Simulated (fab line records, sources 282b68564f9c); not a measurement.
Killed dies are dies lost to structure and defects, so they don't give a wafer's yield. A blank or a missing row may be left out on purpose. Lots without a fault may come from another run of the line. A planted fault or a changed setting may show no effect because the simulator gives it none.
Chamber matching | flow rit_cmos | RIT_GATE_ETCH_19 on rie_si-02: 4 sister chambers
The step etches poly-Si in SF6/CHF3/O2, stops on SiO2, time 165 s, target depth 312.5 nm. 14 wafers are shown with their chamber, then 7 later ones without.

WAFERS WITH THEIR CHAMBER
wafer  | chamber | drypump_motor_current_A (A) | throttle_valve_pct (%) | oes_product_au (a.u.)
L934.3 | 1       | 5.1                         | 10.43                  | 0.856
L934.4 | 0       | 5.8                         | 10.01                  | 0.846
L934.5 | 3       | 4.8                         | 10.24                  | 0.862
L936.3 | 3       | 4.8                         | 10.23                  | 0.867
L936.5 | 1       | 5.1                         | 10.43                  | 0.861
L936.6 | 0       | 5.8                         | 10.00                  | 0.849
L938.1 | 0       | 5.8                         | 10.03                  | 0.851
L938.2 | 1       | 5.1                         | 10.45                  | 0.869
L938.6 | 0       | 5.8                         | 10.00                  | 0.841
L940.2 | 3       | 4.8                         | 10.23                  | 0.869
L940.5 | 3       | 4.8                         | 10.22                  | 0.858
L940.6 | 0       | 5.7                         | 10.02                  | 0.850
L942.3 | 1       | 5.1                         | 10.43                  | 0.869
L942.4 | 2       | 5.8                         | 10.39                  | 0.865

SIGNATURES (means of the wafers above)
reading                 | chamber 0 | chamber 1 | chamber 2 | chamber 3 | scatter within a chamber
drypump_motor_current_A | 5.780     | 5.100     | 5.800     | 4.800     | 0.0283
throttle_valve_pct      | 10.0120   | 10.4350   | 10.3900   | 10.2300   | 0.0109
oes_product_au          | 0.84740   | 0.86375   | 0.86500   | 0.86400   | 0.00512
Rule: a wafer's distance from a chamber is the root of the sum, over the readings, of the square of ((its reading less the chamber's mean) divided by the reading's scatter). The wafer belongs to the nearest chamber; if the next one is less than 2 further off, it can't be placed. The scatter: the root of (the sum of the squares of (reading less its chamber's mean) over the shown wafers, divided by (wafers less chambers)).

WAFERS WITHOUT THEIR CHAMBER
wafer  | drypump_motor_current_A (A) | throttle_valve_pct (%) | oes_product_au (a.u.)
L942.6 | 5.7                         | 10.40                  | 0.856
L944.1 | 5.8                         | 9.99                   | 0.841
L944.4 | 5.7                         | 10.39                  | 0.866
L944.6 | 4.7                         | 10.23                  | 0.854
L946.2 | 4.8                         | 10.24                  | 0.864
L946.3 | 5.1                         | 10.41                  | 0.854
L946.6 | 5.1                         | 10.44                  | 0.866

WHICH CHAMBER EACH WENT THROUGH
wafer  | from the rows above | in truth
L942.6 | 2                   | 2
L944.1 | 0                   | 0
L944.4 | 2                   | 2
L944.6 | 3                   | 3
L946.2 | 3                   | 3
L946.3 | 1                   | 1
L946.6 | 1                   | 1
Placed correctly: 7 of 7. Can't be placed from these rows: 0. Placed wrongly: 0.
